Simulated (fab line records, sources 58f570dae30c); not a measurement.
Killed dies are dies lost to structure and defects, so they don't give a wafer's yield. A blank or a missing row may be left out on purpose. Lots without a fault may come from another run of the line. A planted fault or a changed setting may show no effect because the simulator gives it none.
Which tool did it? | flow berkeley_cmos170 | 14 lots, 42 wafers sampled, at 5 steps of a route of 331

WHAT THE GAUGES READ, wafer by wafer
UCB170_GATE_CD_MEAS_12: target cd 350 nm. Usual: cd_nm 349.7 nm, standard deviation 1.4.
lot  | measured     | on        | cd_nm (nm)        | flag
L970 | day 7 03:51  | cd_sem-01 | 350.3 351.4 350.9 |
L972 | day 7 12:22  | cd_sem-01 | 347.9 347.6 348.1 |
L975 | day 8 01:59  | cd_sem-01 | 350.0 350.6 351.3 |
L973 | day 8 02:31  | cd_sem-01 | 351.2 350.7 351.7 |
L974 | day 8 02:37  | cd_sem-02 | 350.1 350.8 350.5 |
L976 | day 8 17:45  | cd_sem-02 | 350.5 350.2 350.7 |
L978 | day 9 04:12  | cd_sem-01 | 346.6 348.1 348.6 |
L982 | day 9 21:13  | cd_sem-02 | 351.4 351.0 349.9 |
L981 | day 9 21:27  | cd_sem-02 | 349.8 349.8 350.7 |
L986 | day 10 11:40 | cd_sem-02 | 348.4 348.9 348.1 |
L987 | day 11 00:37 | cd_sem-01 | 349.2 349.0 348.8 |
L990 | day 11 00:59 | cd_sem-01 | 351.7 351.1 352.2 |
L992 | day 11 15:52 | cd_sem-02 | 347.8 349.1 347.7 |
L993 | day 11 16:23 | cd_sem-01 | 350.7 350.6 350.3 |

UCB170_M2_RS_MEAS_02: measures by four-point-probe. Usual: M2_AL_RS 0.0322 ohm/sq, standard deviation 0.00045.
lot  | measured     | on            | M2_AL_RS (ohm/sq)    | flag
L970 | day 8 10:55  | film_metro-03 | 0.0333 0.0321 0.0322 |
L972 | day 8 18:27  | film_metro-04 | 0.0323 0.0323 0.0324 |
L975 | day 9 10:37  | film_metro-03 | 0.0319 0.0319 0.0316 |
L973 | day 9 07:49  | film_metro-04 | 0.0322 0.0334 0.0320 |
L974 | day 9 09:44  | film_metro-01 | 0.0323 0.0330 0.0327 |
L976 | day 9 22:53  | film_metro-01 | 0.0318 0.0319 0.0318 |
L978 | day 10 09:52 | film_metro-03 | 0.0319 0.0323 0.0325 |
L982 | day 11 02:59 | film_metro-01 | 0.0261 0.0260 0.0260 | OFF
L981 | day 11 01:25 | film_metro-03 | 0.0320 0.0318 0.0325 |
L986 | day 11 20:05 | film_metro-04 | 0.0259 0.0260 0.0260 | OFF
L987 | day 12 05:22 | film_metro-03 | 0.0316 0.0316 0.0317 |
L990 | day 12 05:25 | film_metro-01 | 0.0323 0.0337 0.0326 |
L992 | day 12 21:12 | film_metro-04 | 0.0320 0.0319 0.0319 |
L993 | day 12 23:49 | film_metro-03 | 0.0315 0.0323 0.0318 |

UCB170_M2_THK_MEAS_03: measures by xrf. Usual: M2_AL_THK 904 nm, standard deviation 14.
lot  | measured     | on            | M2_AL_THK (nm) | flag
L970 | day 8 11:02  | film_metro-03 | 874 903 903    |
L972 | day 8 18:34  | film_metro-04 | 902 892 892    |
L975 | day 9 10:43  | film_metro-03 | 914 911 923    |
L973 | day 9 07:56  | film_metro-04 | 896 868 901    |
L974 | day 9 09:52  | film_metro-01 | 902 885 891    |
L976 | day 9 23:00  | film_metro-01 | 915 912 919    |
L978 | day 10 09:59 | film_metro-03 | 916 904 905    |
L982 | day 11 03:05 | film_metro-01 | 1100 1107 1113 | OFF
L981 | day 11 01:32 | film_metro-03 | 918 920 899    |
L986 | day 11 20:13 | film_metro-04 | 1129 1120 1116 | OFF
L987 | day 12 05:28 | film_metro-03 | 930 930 921    |
L990 | day 12 05:32 | film_metro-01 | 893 858 885    |
L992 | day 12 21:19 | film_metro-04 | 904 911 912    |
L993 | day 12 23:56 | film_metro-03 | 924 907 919    |

WHICH TOOL RAN EACH LOT (tool, then ch and the chambers of the sampled wafers, then the start)
lot  | UCB170_NLDD_STRIP_10                 | UCB170_M2_SPUTTER_01
L970 | plasma_asher-02 ch 1, day 7 08:28    | pvd_sputter-03, day 8 10:49
L972 | plasma_asher-02 ch 0,1, day 7 18:33  | pvd_sputter-04, day 8 18:22
L975 | plasma_asher-01 ch 0,1, day 8 07:27  | pvd_sputter-03, day 9 10:29
L973 | plasma_asher-04 ch 0,1, day 8 06:49  | pvd_sputter-03, day 9 07:43
L974 | plasma_asher-04 ch 0,1, day 8 07:40  | pvd_sputter-01, day 9 09:39
L976 | plasma_asher-02 ch 0,1, day 8 22:44  | pvd_sputter-03, day 9 22:48
L978 | plasma_asher-04 ch 0,1, day 9 08:38  | pvd_sputter-01, day 10 09:47
L982 | plasma_asher-04 ch 0,1, day 10 01:34 | pvd_sputter-04, day 11 02:52
L981 | plasma_asher-01 ch 0,1, day 10 01:46 | pvd_sputter-01, day 11 01:20
L986 | plasma_asher-02 ch 0,1, day 10 16:04 | pvd_sputter-04, day 11 20:01
L987 | plasma_asher-04 ch 0,1, day 11 05:11 | pvd_sputter-01, day 12 05:14
L990 | plasma_asher-01 ch 0,1, day 11 05:42 | pvd_sputter-03, day 12 05:20
L992 | plasma_asher-02 ch 0,1, day 11 20:41 | pvd_sputter-01, day 12 21:07
L993 | plasma_asher-04 ch 0,1, day 11 20:48 | pvd_sputter-01, day 12 23:43
- UCB170_NLDD_STRIP_10: strips in O2.
- UCB170_M2_SPUTTER_01: material Al, target thk 900 nm, time 120 s.

WHAT THE TOOLS THEMSELVES READ (means of the sampled wafers that have a number; where no wafer has one, the mark that the record gives instead)
UCB170_NLDD_STRIP_10. Usual: drypump_motor_current_A 5.93 A, standard deviation 0.24; oes_product_au 0.734 a.u., standard deviation 0.0043; strip_time_to_endpoint_s 21.63 s, standard deviation 0.065.
lot  | tool            | drypump_motor_current_A (A) | oes_product_au (a.u.) | strip_time_to_endpoint_s (s) | flag
L970 | plasma_asher-02 | 6.28                        | 0.734                 | 21.63                        |
L972 | plasma_asher-02 | 6.15                        | 0.735                 | 21.56                        |
L975 | plasma_asher-01 | 5.86                        | 0.732                 | 21.55                        |
L973 | plasma_asher-04 | 5.77                        | 0.736                 | 21.68                        |
L974 | plasma_asher-04 | 5.78                        | 0.731                 | 21.55                        |
L976 | plasma_asher-02 | 6.17                        | 0.732                 | 21.53                        |
L978 | plasma_asher-04 | 5.73                        | 0.735                 | 21.62                        |
L982 | plasma_asher-04 | 5.79                        | 0.734                 | 21.67                        |
L981 | plasma_asher-01 | 5.84                        | 0.738                 | 21.60                        |
L986 | plasma_asher-02 | 6.20                        | 0.734                 | 21.69                        |
L987 | plasma_asher-04 | 5.75                        | 0.734                 | 21.60                        |
L990 | plasma_asher-01 | 5.83                        | 0.736                 | 21.67                        |
L992 | plasma_asher-02 | 6.14                        | 0.738                 | 21.63                        |
L993 | plasma_asher-04 | 5.77                        | 0.730                 | 21.60                        |

UCB170_M2_SPUTTER_01. Usual: cathode_dc_power_W 5999.9 W, standard deviation 1.2; chamber_pressure_pa 0.5000 Pa, standard deviation 0.00091; throttle_valve_pct 30.2 %, standard deviation 1.1.
lot  | tool           | cathode_dc_power_W (W) | chamber_pressure_pa (Pa) | throttle_valve_pct (%) | flag
L970 | pvd_sputter-03 | 6000.1                 | 0.4997                   | 29.9                   |
L972 | pvd_sputter-04 | 5998.9                 | 0.5002                   | 29.8                   |
L975 | pvd_sputter-03 | 6001.0                 | 0.5012                   | 29.8                   |
L973 | pvd_sputter-03 | 6000.4                 | 0.5005                   | 30.0                   |
L974 | pvd_sputter-01 | 5999.6                 | 0.5001                   | 30.9                   |
L976 | pvd_sputter-03 | 5998.9                 | 0.4997                   | 29.5                   |
L978 | pvd_sputter-01 | 5999.6                 | 0.5008                   | 31.0                   |
L982 | pvd_sputter-04 | 7393.9                 | 0.4998                   | 28.5                   | OFF
L981 | pvd_sputter-01 | 5999.2                 | 0.4998                   | 30.1                   |
L986 | pvd_sputter-04 | 7394.2                 | 0.5002                   | 29.8                   | OFF
L987 | pvd_sputter-01 | 6000.6                 | 0.5009                   | 30.1                   |
L990 | pvd_sputter-03 | 5999.1                 | 0.4995                   | 29.8                   |
L992 | pvd_sputter-01 | 5999.0                 | 0.4995                   | 30.8                   |
L993 | pvd_sputter-01 | 6000.7                 | 0.4999                   | 30.3                   |

THE ANSWER, worked out from the rows above alone
Rule: a lot is off if the mean of its wafers that have a number lies more than 3 standard deviations from the usual mean. A lot without any number at a reading at which 4 lots or more have one is off too. The other lots that the step has rows for count as sound. The gauges are gone through in route order, then the tools' own readings, and for those a lot's mean is taken as printed above. The first step at which some lot is off is used, and at that step the reading that is off furthest; a lot without a number counts as furthest.
Off: L982, L986, at UCB170_M2_RS_MEAS_02 (M2_AL_RS).
A tool fits if, at a process step before that reading, it ran every lot that is off, and no sound lot after the first of them. The gauges at UCB170_M2_RS_MEAS_02 aren't tried: what is off there is off at UCB170_M2_SPUTTER_01 too, on other tools, and a gauge's error can't cause that. One fits: pvd_sputter-04 at UCB170_M2_SPUTTER_01. Its last sound lot is L972 (day 8 18:22), its first lot that is off L982 (day 11 02:52): a fault that began between those two fits.
The tool's own readings at UCB170_M2_SPUTTER_01 bear it out: on the lots that are off they differ by more than 5 times the standard deviation of the sound lots' means. cathode_dc_power_W reads 7394.0 W there against 5999.8 W on the sound lots.

WHAT THE SIMULATOR HAD PUT IN
Process parameter drift: pvd_sputter-04, from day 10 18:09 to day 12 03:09, at UCB170_M2_SPUTTER_01. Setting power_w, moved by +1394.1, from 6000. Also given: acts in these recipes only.
Lots struck among those shown: L982, L986. The rule above found the same.
